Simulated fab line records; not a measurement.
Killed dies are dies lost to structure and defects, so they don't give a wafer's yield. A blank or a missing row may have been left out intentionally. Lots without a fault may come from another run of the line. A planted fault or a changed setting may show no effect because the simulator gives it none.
What tool caused it? | flow berkeley-cmos170 | Sampling: 7 lots, 21 wafers, 3 of 331 route steps

## WHAT THE GAUGES READ, wafer by wafer
UCB170_SDANNEAL_RS_MEAS_02: a four-point-probe measurement.
lot  | measured     | on            | PSD_RS (ohm/sq)
L911 | day 8 09:42  | film-metro-01 | 75.32 75.48 75.08
L916 | day 8 18:59  | film-metro-04 | 70.10 69.91 70.01
L919 | day 9 17:19  | film-metro-01 | 69.89 69.97 69.86
L927 | day 11 08:12 | film-metro-04 | 75.41 75.16 75.33
L930 | day 12 00:26 | film-metro-04 | 75.55 75.86 75.87
L933 | day 12 12:31 | film-metro-01 | 75.08 75.52 75.29
L934 | day 13 00:43 | film-metro-04 | 75.17 75.48 75.45

## WHAT TOOL EACH LOT RAN ON (gives the tool, then ch and the chambers of the sampled wafers, and finally the start)
lot  | UCB170_SDANNEAL_RTA_00           | UCB170_SDANNEAL_RTA_01
L911 | rtp-anneal-01 ch 0, day 8 09:34  | rtp-anneal-01 ch 0, day 8 09:38
L916 | rtp-anneal-01 ch 0, day 8 18:37  | rtp-anneal-01 ch 0, day 8 18:41
L919 | rtp-anneal-01 ch 0, day 9 17:11  | rtp-anneal-01 ch 0, day 9 17:15
L927 | rtp-anneal-02 ch 0, day 11 08:04 | rtp-anneal-02 ch 0, day 11 08:08
L930 | rtp-anneal-02 ch 0, day 12 00:09 | rtp-anneal-02 ch 0, day 12 00:13
L933 | rtp-anneal-02 ch 0, day 12 12:22 | rtp-anneal-02 ch 0, day 12 12:26
L934 | rtp-anneal-01 ch 0, day 13 00:36 | rtp-anneal-01 ch 0, day 13 00:40
- UCB170_SDANNEAL_RTA_00: time 10 s.
- UCB170_SDANNEAL_RTA_01: time 5 s.

## THE ANSWER, worked out from the rows above alone
Rule: usual is defined by the lots themselves. The widest of any qualifying gaps counts: lots, ordered by their means at a reading, are off when they make up no more than a third of the lots, leave a main group of 4 or more, and stand apart from it by 3 or more times the standard deviation of that group's means. If all means in a main group match to the digits the tables above print for the reading, that group is not used. A lot without any number at a reading at which 4 lots or more have one is off too. All remaining lots with rows at the step are treated as sound.
Off: at UCB170_SDANNEAL_RS_MEAS_02 (PSD_RS), L916, L919. For the main group the mean is 75.40 ohm/sq and the standard deviation 0.18.
A tool fits if, at a process step before that reading, it ran every lot that is off, and no sound lot after the first of them. Those tools and the gauges at UCB170_SDANNEAL_RS_MEAS_02 are tried in the same way. Not one of the candidates tried fits.

## WHAT WAS PUT IN BY THE SIMULATOR
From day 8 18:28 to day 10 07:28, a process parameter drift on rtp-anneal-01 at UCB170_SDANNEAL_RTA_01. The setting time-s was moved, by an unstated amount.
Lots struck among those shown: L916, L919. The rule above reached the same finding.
